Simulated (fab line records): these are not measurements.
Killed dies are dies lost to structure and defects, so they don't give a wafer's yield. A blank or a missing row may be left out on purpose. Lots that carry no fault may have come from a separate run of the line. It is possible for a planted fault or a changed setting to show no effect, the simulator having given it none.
Code-filled problem report in 8D (eight disciplines) form ; flow ritCmos ; the parts of the form that need people (team, actions taken, sign-off) are left out

1. THE ISSUE
PWELL_TW at RIT_PWELL_TW_MEAS_10 reads a mean of 1032 on 6 wafers of 2 lots; wafers without a fault read 946 with a standard deviation of 9.8. That is +8.8 standard deviations from the usual mean.
Seen first at day 4 08:16 on filmMetro-04, wafer L712.1. Wafers with a number at this step in the record: 42, from 14 lots. The rule behind "out" and "out of limits": a value lying over 4 standard deviations away from the usual mean. The rest of the wafers with a number are treated as sound.

2. WHAT IT IS; WHAT IT IS NOT
question;is;is not
which readings at this step;PWELL_TW;-
which lots;L712, L713;L701, L703, L704, L705, L706, L708, L710, L711, L715, L719, L720, L721
which wafers of those lots;all that have a number;-
read on which gauges;filmMetro-02, filmMetro-04;filmMetro-01
when;from day 4 08:16;"up to then (24 sound wafers); but 12 sound wafers of L715, L719, L720, L721 came after"

3. WHAT RULES OUT EACH SUSPECT
Counting: a tool stays on the suspect list if, at a process step up to the reading, it processed all lots that are out and no sound lot following the first of them.
- the gauge at RIT_PWELL_TW_MEAS_10 has been ruled out. 2 gauges (filmMetro-02, filmMetro-04) read the wafers that are out.
- implanter-03 at RIT_PWELL_IMPLANT_08: kept. It ran every lot that is out, first L712 (day 4 07:56), and no sound lot after that; its last sound lot up to then is L711 (day 4 02:44). On those wafers its own readings are out: doseIonsCm2, faradayCurrentUA.
Left after counting: implanter-03 at RIT_PWELL_IMPLANT_08.

4. THE CAUSE (what the simulator had put in)
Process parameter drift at RIT_PWELL_IMPLANT_08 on implanter-03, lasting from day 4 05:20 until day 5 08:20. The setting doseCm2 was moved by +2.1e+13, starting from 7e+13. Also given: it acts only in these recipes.
Only this tool survived the counting.

5. SEQUENCE OF EFFECTS, ordered by route
Rows list readings where the struck wafers' mean (over those with a number) sits beyond 3 standard deviations from the usual. Readings are gone through only where the record gives a usual standard deviation; hours: the median, over the lots, of the time from a lot's start at the first step in this table giving one to that lot's start at this step; sigmas: the change measured in usual standard deviations.
hours;step;reading;usual;on struck wafers;change;sigmas
0;RIT_PWELL_IMPLANT_08;doseIonsCm2;7e+13;9e+13;+2e+13;+99 or more
0;RIT_PWELL_IMPLANT_08;faradayCurrentUA;222;289;+67;+16
0;RIT_PWELL_TW_MEAS_10;PWELL_TW;946;1032;+86;+8.8
6;RIT_WELLDRIVE_RS_MEAS_02;PWELL_RS;429.1 ohm/sq;365.2;-63.9;-49
Here are the process steps it includes:
- RIT_PWELL_IMPLANT_08

6. HOW IT WOULD HAVE BEEN CAUGHT EARLIER
3 hours passed between the start of the fault at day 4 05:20 and the first reading out of limits at a measuring or inspecting step in this record, taken at day 4 08:16.
At RIT_PWELL_IMPLANT_08, the tool's own readings (doseIonsCm2, faradayCurrentUA) were out on each struck wafer the step has a row for, so an alarm limit on them would have fired on the first such wafer.
L713, from the lots that are out (2), started RIT_PWELL_IMPLANT_08 on implanter-03 later than day 4 08:16. A tool hold placed at that time would have kept it from harm.
